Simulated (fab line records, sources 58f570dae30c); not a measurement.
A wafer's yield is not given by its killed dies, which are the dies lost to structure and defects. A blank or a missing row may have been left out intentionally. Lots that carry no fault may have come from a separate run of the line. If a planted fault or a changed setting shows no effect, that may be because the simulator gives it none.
Matching of chambers || flow berkeleyCmos170 || UCB170_CONTACT_ETCH_17 on rieDiel-01 has 4 sister chambers
The step etches BARC in N2/H2. 8 wafers are shown with their chamber, then 7 later ones without.

WAFERS PAIRED WITH THEIR CHAMBERS
{"wafer": "L853.1", "chamber": 1, "drypumpMotorCurrentA (A)": 5.0, "throttleValvePct (%)": 13.43}
{"wafer": "L858.3", "chamber": 3, "drypumpMotorCurrentA (A)": 5.5, "throttleValvePct (%)": 13.10}
{"wafer": "L858.6", "chamber": 2, "drypumpMotorCurrentA (A)": 5.1, "throttleValvePct (%)": 13.45}
{"wafer": "L861.3", "chamber": 0, "drypumpMotorCurrentA (A)": 5.9, "throttleValvePct (%)": 13.21}
{"wafer": "L861.4", "chamber": 1, "drypumpMotorCurrentA (A)": 5.0, "throttleValvePct (%)": 13.46}
{"wafer": "L861.6", "chamber": 2, "drypumpMotorCurrentA (A)": 5.1, "throttleValvePct (%)": 13.43}
{"wafer": "L862.2", "chamber": 3, "drypumpMotorCurrentA (A)": 5.6, "throttleValvePct (%)": 13.12}
{"wafer": "L862.3", "chamber": 0, "drypumpMotorCurrentA (A)": 5.9, "throttleValvePct (%)": 13.22}

WAFERS MISSING THEIR CHAMBER
{"wafer": "L862.4", "drypumpMotorCurrentA (A)": 5.1, "throttleValvePct (%)": 13.45}
{"wafer": "L865.1", "drypumpMotorCurrentA (A)": 5.0, "throttleValvePct (%)": 13.43}
{"wafer": "L865.4", "drypumpMotorCurrentA (A)": 5.6, "throttleValvePct (%)": 13.11}
{"wafer": "L865.5", "drypumpMotorCurrentA (A)": 5.9, "throttleValvePct (%)": 13.22}
{"wafer": "L870.2", "drypumpMotorCurrentA (A)": 5.0, "throttleValvePct (%)": 13.45}
{"wafer": "L870.4", "drypumpMotorCurrentA (A)": 5.5, "throttleValvePct (%)": 13.09}
{"wafer": "L870.6", "drypumpMotorCurrentA (A)": 5.9, "throttleValvePct (%)": 13.21}

THE CHAMBER EACH PASSED THROUGH
{"wafer": "L862.4", "from the rows above": 2, "in truth": 2}
{"wafer": "L865.1", "from the rows above": "can't be placed: 1 or 2", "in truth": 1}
{"wafer": "L865.4", "from the rows above": 3, "in truth": 3}
{"wafer": "L865.5", "from the rows above": 0, "in truth": 0}
{"wafer": "L870.2", "from the rows above": 1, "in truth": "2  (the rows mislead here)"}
{"wafer": "L870.4", "from the rows above": 3, "in truth": 3}
{"wafer": "L870.6", "from the rows above": 0, "in truth": 0}
Placed correctly: 5 of 7. Can't be placed from these rows: 1 (the true chamber is among the candidates in 1). Placed wrongly: 1.
How it was worked out, from the rows above alone: a wafer's distance from a chamber is the root of the sum, over the readings, of the square of ((its reading less the chamber's mean) divided by the reading's scatter). The wafer belongs to the nearest chamber; if the next one is less than 2 further off, it can't be placed. For every chamber, the mean is computed from those of its wafers that are shown. The scatter: the root of (the sum of the squares of (reading less its chamber's mean) over the shown wafers, divided by (wafers less chambers)).
